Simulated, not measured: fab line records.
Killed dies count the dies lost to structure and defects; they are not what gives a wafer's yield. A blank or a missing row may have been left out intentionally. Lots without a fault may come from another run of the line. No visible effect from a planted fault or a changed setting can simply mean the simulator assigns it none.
Which tool did it? | flow berkeley-cmos170 | 7 lots, 21 wafers sampled, at 2 steps of a route of 331

== WHAT THE GAUGES SHOWED, per wafer ==
UCB170_PLDD_CD_MEAS_06: target cd 1200 nm.
lot  | measured     | on        | cd-nm (nm)
L533 | day 8 12:11  | cd-sem-02 | 1200.3 1199.3 1198.8
L535 | day 8 12:53  | cd-sem-01 | 1200.3 1200.7 1201.3
L538 | day 8 21:05  | cd-sem-01 | 1199.5 1199.9 1200.3
L539 | day 9 05:52  | cd-sem-01 | 1199.0 1199.9 1200.7
L544 | day 10 07:05 | cd-sem-02 | 1199.4 1198.8 1199.9
L547 | day 10 19:57 | cd-sem-02 | 1205.9 1206.3 1207.5
L548 | day 11 11:23 | cd-sem-02 | 1207.3 1207.5 1206.8

== WHICH TOOL RAN EACH LOT (tool, then ch and the chambers of the sampled wafers, then the start) ==
lot  | UCB170_PLDD_PEB_04
L533 | litho-track-01 ch 0, day 8 11:55
L535 | litho-track-02 ch 0, day 8 12:37
L538 | litho-track-03 ch 0, day 8 20:50
L539 | litho-track-01 ch 0, day 9 05:36
L544 | litho-track-01 ch 0, day 10 06:49
L547 | litho-track-02 ch 0, day 10 19:41
L548 | litho-track-02 ch 0, day 11 11:07
- UCB170_PLDD_PEB_04

== THE ANSWER, worked out from the rows above alone ==
Rule: the usual values come from the lots themselves. Put in order of their means at a reading, lots are off if they are a third of the lots or fewer, leave a main group of 4 or more, and stand apart from it by a gap of 3 or more times the standard deviation of the main group's means; of several such gaps the widest counts. A main group whose means are all the same, to the digits that the tables above print for the reading, isn't used. A lot without any number at a reading at which 4 lots or more have one is off too. Where the step has rows for the other lots, those lots are counted as sound.
Off, at UCB170_PLDD_CD_MEAS_06 on cd-nm: L547, L548. Mean 1199.9 nm and standard deviation 0.49 in the main group.
A tool fits if, at a process step before that reading, it ran every lot that is off, and no sound lot after the first of them. Gauges at UCB170_PLDD_CD_MEAS_06: tried the same way as those tools. Can't be told from this: 2 tools fit, litho-track-02 at UCB170_PLDD_PEB_04, cd-sem-02 at UCB170_PLDD_CD_MEAS_06.

== WHAT THE SIMULATOR HAD PUT IN ==
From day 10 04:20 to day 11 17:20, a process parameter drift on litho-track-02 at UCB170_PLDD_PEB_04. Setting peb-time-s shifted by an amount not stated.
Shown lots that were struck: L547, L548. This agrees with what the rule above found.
